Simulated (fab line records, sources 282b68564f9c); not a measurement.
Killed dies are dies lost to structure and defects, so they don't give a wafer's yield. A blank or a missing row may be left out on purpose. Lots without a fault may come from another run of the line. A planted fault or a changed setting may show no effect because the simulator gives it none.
A struck lot beside a sound one | flow rit_cmos | 43 steps out of a route of 202
Sound: wafers L875.2, L875.3, L875.5. Struck: wafer L884.6. (L884.3, L884.5 of the same lot were not struck and are left out.) The cause comes at the end.
At each step with rows: each side's tool, then ch and its chambers, then its first start. Under that, the readings that differ: sound wafers | struck wafers | difference of the means | sigmas: that difference in standard deviations of wafers without a fault.
alike: readings whose means differ by less than 2 such deviations, and words and numbers that are the same on both sides. not compared: withheld readings, readings that some wafer has no value for, bounds like >300 that may hide the same value, and numbers for which the record gives no deviation and whose values overlap.
The two part at a step that has a row with sigmas, a row that says differs or no value, or rows on one side only. Numbers that don't overlap but have no deviation are shown without sigmas and don't part them. A reading that every wafer of one side lacks parts them only if that side has two wafers or more.

first, 2 steps without rows for these wafers: RIT_PLDD_PEB_04; RIT_PLDD_DEVELOP_05 (develop time 50 s).
RIT_PLDD_OVL_MEAS_06:
  sound on overlay-01, day 4 21:23; struck on overlay-02, day 6 12:58
  alike: PLDD_OVL
then, 2 steps without rows for these wafers: RIT_PLDD_HARDBAKE_07 (time 60 s); RIT_PLDD_IMPLANT_08.
RIT_PLDD_STRIP_09: strips in O2, time 180 s.
  sound on plasma_asher-03 ch 0, day 4 21:43; struck on plasma_asher-03 ch 0, day 6 13:22
  alike: drypump_motor_current_A
  not compared: rf_hours_counter_h
RIT_PLDD_TW_MEAS_10:
  sound on film_metro-04, day 4 21:53; struck on film_metro-03, day 6 13:29
  reading | sound          | struck | difference | sigmas
  PLDD_TW | 2321 2320 2318 | 2371   | +51        | +2
then, 4 steps without rows for these wafers: RIT_SPACER_CLEAN_00 (cleans in SC1, time 600 s); RIT_SPACER_CLEAN_01 (cleans in dHF, time 30 s); RIT_SPACER_CLEAN_02 (cleans in SC2, time 600 s); RIT_SPACER_CVD_03 (deposits Si3N4 from SiH2Cl2/NH3, target thk 250 nm, time 3300 s).
RIT_SPACER_THK_MEAS_04:
  sound on film_metro-02, day 5 00:15; struck on film_metro-02, day 6 16:29
  alike: SPACER_NITRIDE_THK
RIT_SPACER_ETCHBACK_05: etches Si3N4 in SF6/CHF3, stops on SiO2, target depth 250 nm, time 240 s.
  sound on rie_diel-04 ch 0,1,2, day 5 00:18; struck on rie_diel-04 ch 0, day 6 16:32
  alike: drypump_motor_current_A, oes_product_au, throttle_valve_pct
  not compared: rf_hours_counter_h
then, 2 steps without rows for these wafers: RIT_NSD_HMDS_00 (prime time 60 s); RIT_NSD_COAT_01 (resist thk 1000 nm).
RIT_NSD_SOFTBAKE_02: time 62.74 s.
  sound on litho_track-04 ch 0, day 5 00:47; struck on litho_track-02 ch 0, day 6 17:02
  alike: plate_sensor_t_centre_C, plate_sensor_t_edge_C, resist_line_temp_C
then, 3 steps without rows for these wafers: RIT_NSD_EXPOSE_03 (exposes mask M9, target cd 40700 nm); RIT_NSD_PEB_04; RIT_NSD_DEVELOP_05 (develop time 50 s).
RIT_NSD_OVL_MEAS_06:
  sound on overlay-02, day 5 01:19; struck on overlay-02, day 6 17:32
  alike: NSD_OVL
then, 2 steps without rows for these wafers: RIT_NSD_HARDBAKE_07 (time 60 s); RIT_NSD_IMPLANT_08.
RIT_NSD_STRIP_09: strips in O2, time 180 s.
  sound on plasma_asher-01 ch 0,1, day 5 01:38; struck on plasma_asher-03 ch 1, day 6 17:55
  alike: drypump_motor_current_A
  not compared: rf_hours_counter_h
RIT_NSD_TW_MEAS_10:
  sound on film_metro-03, day 5 01:49; struck on film_metro-03, day 6 18:04
  alike: NSD_TW
then, 6 steps without rows for these wafers: RIT_PSD_HMDS_00 (prime time 60 s); RIT_PSD_COAT_01 (resist thk 1007 nm); RIT_PSD_SOFTBAKE_02 (time 60 s); RIT_PSD_EXPOSE_03 (exposes mask M10, target cd 40900 nm); RIT_PSD_PEB_04; RIT_PSD_DEVELOP_05 (develop time 50 s).
RIT_PSD_OVL_MEAS_06:
  sound on overlay-02, day 5 02:52; struck on overlay-01, day 6 19:05
  alike: PSD_OVL
then, 2 steps without rows for these wafers: RIT_PSD_HARDBAKE_07 (time 60 s); RIT_PSD_IMPLANT_08.
RIT_PSD_STRIP_09: strips in O2, time 180 s.
  sound on plasma_asher-02 ch 0,1, day 5 03:11; struck on plasma_asher-02 ch 0, day 6 19:28
  alike: drypump_motor_current_A
  not compared: rf_hours_counter_h
RIT_PSD_TW_MEAS_10:
  sound on film_metro-03, day 5 03:22; struck on film_metro-04, day 6 19:36
  alike: PSD_TW
then, 3 steps without rows for these wafers: RIT_SDANNEAL_CLEAN_00 (cleans in SC1, time 600 s); RIT_SDANNEAL_CLEAN_01 (cleans in dHF, time 30 s); RIT_SDANNEAL_CLEAN_02 (cleans in SC2, time 600 s).
RIT_SDANNEAL_RTA_03: time 5 s.
  sound on rtp_anneal-01 ch 0, day 5 03:48; struck on rtp_anneal-02 ch 0, day 6 20:04
  alike: chamber_o2_ppm, wafer_temp_C_max
RIT_SDANNEAL_RS_MEAS_04: measures by four-point-probe.
  sound on film_metro-04, day 5 03:52; struck on film_metro-03, day 6 20:09
  reading         | sound             | struck | difference | sigmas
  PSD_RS (ohm/sq) | 115.6 115.9 115.6 | 116.5  | +0.8       | +2
RIT_SDANNEAL_RS_MEAS_05: measures by four-point-probe.
  sound on film_metro-04, day 5 03:59; struck on film_metro-03, day 6 20:16
  alike: NSD_RS
RIT_SDANNEAL_RS_MEAS_06: measures by four-point-probe.
  sound on film_metro-04, day 5 04:07; struck on film_metro-03, day 6 20:23
  alike: PLDD_RS
RIT_M1_PROBE_99:
  the record has rows for the struck wafers here (prober-01, day 7 03:45) and none for the sound ones

WHERE THEY PART
First at RIT_PLDD_TW_MEAS_10; last, within this record, at RIT_M1_PROBE_99.

WHY: what the simulator had put in
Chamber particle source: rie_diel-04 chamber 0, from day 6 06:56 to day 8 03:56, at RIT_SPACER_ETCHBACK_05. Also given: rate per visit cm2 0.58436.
